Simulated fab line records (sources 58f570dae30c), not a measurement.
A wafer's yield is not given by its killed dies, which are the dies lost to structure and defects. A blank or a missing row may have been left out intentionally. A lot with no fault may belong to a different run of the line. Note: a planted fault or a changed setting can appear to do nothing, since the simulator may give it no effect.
Struck lot and sound lot, side by side ; flow berkeley cmos170 ; 16 steps out of a route of 331
Sound: the wafers L514.1, L514.2, L514.6. Wafers struck: L510.2, L510.3, L510.6. The cause is named last.
At each step with rows: each side's tool, then ch and its chambers, then its first start. Under that, the readings that differ: sound wafers ; struck wafers ; difference of the means ; sigmas: that difference in standard deviations of wafers without a fault.
alike: words and numbers the same on both sides, and readings whose means are apart by under 2 such deviations; not compared: readings that were withheld, readings missing a value for some wafer, numbers with overlapping values and no deviation given by the record, and bounds like >300 which may hide the same value.
Wherever a step has rows on one side only, a row that says differs or no value, or a row with sigmas, the two part there. When numbers do not overlap yet have no deviation, they are printed without sigmas and do not part them. A reading missing from all wafers of one side parts the sides only when that side holds two or more wafers.

first, 1 step without rows for these wafers: UCB170_CONTACT_CLEAN_20 (cleans in SPM, time 600 s).
UCB170_M1_SPUTTER_00: material Al, target thk 600 nm, time 80 s.
  sound: pvd sputter-01 at day 11 04:05; struck: pvd sputter-01 at day 10 04:17
  alike: throttle valve pct
UCB170_M1_RS_MEAS_01: measures by four-point-probe.
  sound: film metro-04 at day 11 04:08; struck: film metro-03 at day 10 04:22
  alike: M1_AL_RS
UCB170_M1_THK_MEAS_02: measures by xrf.
  sound: film metro-04 at day 11 04:16; struck: film metro-03 at day 10 04:28
  alike: M1_AL_THK
then, 6 steps without rows for these wafers: UCB170_M1_COAT_03; UCB170_M1_COAT_04 (resist thk 900 nm); UCB170_M1_SOFTBAKE_05 (time 60 s); UCB170_M1_EXPOSE_06 (exposes mask METAL1, target cd 700 nm); UCB170_M1_PEB_07; UCB170_M1_DEVELOP_08 (develop time 45 s).
UCB170_M1_CD_MEAS_09: target cd 700 nm.
  sound: cd sem-01 at day 11 05:34; struck: cd sem-02 at day 10 05:30
  alike: cd nm
UCB170_M1_OVL_MEAS_10:
  sound: overlay-01 at day 11 05:41; struck: overlay-02 at day 10 05:37
  alike: M1_OVL
UCB170_M1_ETCH_11: etches BARC in N2/H2.
  sound on rie diel-01 ch 1,3, day 11 05:43; struck on rie diel-02 ch 1,2,3, day 10 05:38
reading;sound;struck;difference;sigmas
oes product au (a.u.);1.017 1.038 1.016;1.269 1.272 1.325;+0.265;+17
model.M1.cd nm (nm);700.5 699.7 698.1;696.1 695.3 697.4;-3.2;
  alike: bias w, drypump motor current A, throttle valve pct
UCB170_M1_METAL_ETCH_12: etches Al in Cl2/BCl3, stops on PSG, target depth 780 nm, time 130 s.
  sound on rie metal-03 ch 0,1, day 11 05:46; struck on rie metal-04 ch 0,1, day 10 05:41
reading;sound;struck;difference;sigmas
oes product au (a.u.);0.849 0.836 0.839;0.878 0.880 0.878;+0.037;+2
model.M1.cd nm (nm);702.3 701.9 699.8;693.1 694.8 697.4;-6.2;
  alike: bias w, drypump motor current A, mfc cl2 sccm, throttle valve pct
  not compared: rf hours counter h
UCB170_M1_STRIP_13: strips in O2.
  sound on plasma asher-04 ch 0,1, day 11 05:53; struck on plasma asher-01 ch 0,1, day 10 05:49
  alike: drypump motor current A, oes product au
  not compared: rf hours counter h
UCB170_M3_PROBE_99:
  record: rows for the struck wafers here (prober-02, day 10 23:13), none for the sound ones

== WHERE THEY PART ==
First at UCB170_M1_ETCH_11; last, within this record, at UCB170_M3_PROBE_99.

WHY: whatever the simulator had introduced
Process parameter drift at UCB170_M1_ETCH_11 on rie diel-02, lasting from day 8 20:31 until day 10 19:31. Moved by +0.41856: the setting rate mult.
